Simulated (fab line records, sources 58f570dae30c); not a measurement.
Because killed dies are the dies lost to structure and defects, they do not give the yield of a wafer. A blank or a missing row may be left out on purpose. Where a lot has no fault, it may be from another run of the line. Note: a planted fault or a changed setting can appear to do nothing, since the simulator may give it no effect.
Which tool did it? ; flow berkeley cmos170 ; Sampling: 14 lots, 42 wafers, 4 of 331 route steps

WHAT EACH GAUGE READ, for each wafer
UCB170_M1_RS_MEAS_01: a four-point-probe measurement.
lot;measured;on;M1_AL_RS (ohm/sq)
L239;day 6 20:17;film metro-03;0.0475 0.0480 0.0477
L240;day 6 23:23;film metro-03;0.0472 0.0472 0.0473
L238;day 6 23:39;film metro-04;0.0470 0.0466 0.0474
L237;day 6 23:57;film metro-03;0.0479 0.0480 0.0476
L243;day 7 17:07;film metro-02;0.0473 0.0473 0.0474
L241;day 7 18:17;film metro-02;0.0465 0.0463 0.0463
L245;day 8 02:19;film metro-03;0.0474 0.0472 0.0469
L244;day 8 02:59;film metro-04;0.0483 0.0481 0.0480
L246;day 8 18:47;film metro-04;0.0487 0.0489 0.0486
L249;day 8 23:46;film metro-04;0.0470 0.0471 0.0469
L250;day 9 01:48;film metro-02;0.0476 0.0476 0.0476
L251;day 9 22:59;film metro-03;0.0473 0.0476 0.0476
L256;day 11 04:11;film metro-04;0.0474 0.0478 0.0475
L259;day 11 09:44;film metro-02;0.0482 0.0485 0.0480

UCB170_M3_THK_MEAS_03: measures by xrf.
lot;measured;on;M3_AL_THK (nm)
L239;day 7 14:02;film metro-04;886 888 888
L240;day 7 16:05;film metro-04;903 896 894
L238;day 7 16:11;film metro-03;895 893 895
L237;day 7 16:28;film metro-04;872 862 865
L243;day 8 09:53;film metro-03;875 870 877
L241;day 8 10:09;film metro-02;909 897 904
L245;day 8 19:28;film metro-03;880 875 875
L244;day 8 19:46;film metro-02;889 882 881
L246;day 9 09:17;film metro-02;926 920 918
L249;day 9 13:18;film metro-04;879 885 886
L250;day 9 13:32;film metro-02;886 866 882
L251;day 10 12:46;film metro-03;901 897 889
L256;day 11 18:18;film metro-02;882 878 889
L259;day 11 21:33;film metro-03;890 889 893

EACH LOT AND THE TOOL THAT RAN IT (in order: tool; ch and the chambers of the sampled wafers; start)
lot;UCB170_V1_CVD_00;UCB170_M3_SPUTTER_01
L239;pecvd-02 ch 0,1,2, day 7 02:55;pvd sputter-02, day 7 13:49
L240;pecvd-04 ch 0,2, day 7 05:55;pvd sputter-03, day 7 15:52
L238;pecvd-03 ch 0,1, day 7 05:55;pvd sputter-01, day 7 15:59
L237;pecvd-02 ch 0,1, day 7 05:55;pvd sputter-02, day 7 16:15
L243;pecvd-04 ch 0,2, day 8 01:28;pvd sputter-02, day 8 09:40
L241;pecvd-03 ch 1,2, day 8 01:28;pvd sputter-03, day 8 09:56
L245;pecvd-04 ch 0,1,2, day 8 10:43;pvd sputter-02, day 8 19:16
L244;pecvd-02 ch 0,1,2, day 8 10:43;pvd sputter-03, day 8 19:33
L246;pecvd-03 ch 1,2, day 9 01:05;pvd sputter-02, day 9 09:04
L249;pecvd-03 ch 1,2, day 9 05:12;pvd sputter-02, day 9 13:05
L250;pecvd-04 ch 0,1,2, day 9 05:12;pvd sputter-01, day 9 13:20
L251;pecvd-04 ch 0,1, day 10 04:44;pvd sputter-03, day 10 12:32
L256;pecvd-03 ch 0,2, day 11 10:50;pvd sputter-01, day 11 18:05
L259;pecvd-03 ch 0,1,2, day 11 13:31;pvd sputter-03, day 11 21:21
- UCB170_V1_CVD_00: deposits SiO2 from TEOS/O2, target thk 2000 nm, time 250 s.
- UCB170_M3_SPUTTER_01: material Al, target thk 900 nm, time 120 s.

AS READ BY THE TOOLS THEMSELVES (means over the sampled wafers that have a number; for cases with no such wafer, the mark the record gives instead)
UCB170_V1_CVD_00.
lot;tool;heater power w (W)
L239;pecvd-02;333
L240;pecvd-04;276
L238;pecvd-03;239
L237;pecvd-02;319
L243;pecvd-04;285
L241;pecvd-03;305
L245;pecvd-04;259
L244;pecvd-02;301
L246;pecvd-03;307
L249;pecvd-03;314
L250;pecvd-04;296
L251;pecvd-04;276
L256;pecvd-03;249
L259;pecvd-03;254

UCB170_M3_SPUTTER_01.
lot;tool;throttle valve pct (%)
L239;pvd sputter-02;28.7
L240;pvd sputter-03;30.7
L238;pvd sputter-01;30.7
L237;pvd sputter-02;29.8
L243;pvd sputter-02;29.9
L241;pvd sputter-03;31.0
L245;pvd sputter-02;28.2
L244;pvd sputter-03;30.6
L246;pvd sputter-02;28.6
L249;pvd sputter-02;29.5
L250;pvd sputter-01;30.7
L251;pvd sputter-03;31.0
L256;pvd sputter-01;30.5
L259;pvd sputter-03;30.6

THE ANSWER, worked out from the rows above alone
Rule: usual is defined by the lots themselves. Put in order of their means at a reading, lots are off if they are a third of the lots or fewer, leave a main group of 4 or more, and stand apart from it by a gap of 3 or more times the standard deviation of the main group's means; of several such gaps the widest counts. A main group is skipped when, at the precision printed for the reading in the tables above, its means are all equal. A lot without any number at a reading at which 4 lots or more have one is off too. All remaining lots with rows at the step are treated as sound. First the gauges in route order, then the tools' own readings, where a lot's mean is used as printed above. The first step at which some lot is off is used, and at that step the reading that is off furthest; a lot without a number counts as furthest.
None of the lots is off at any reading shown; this tells nothing.

WHAT THE SIMULATOR HAD INSERTED
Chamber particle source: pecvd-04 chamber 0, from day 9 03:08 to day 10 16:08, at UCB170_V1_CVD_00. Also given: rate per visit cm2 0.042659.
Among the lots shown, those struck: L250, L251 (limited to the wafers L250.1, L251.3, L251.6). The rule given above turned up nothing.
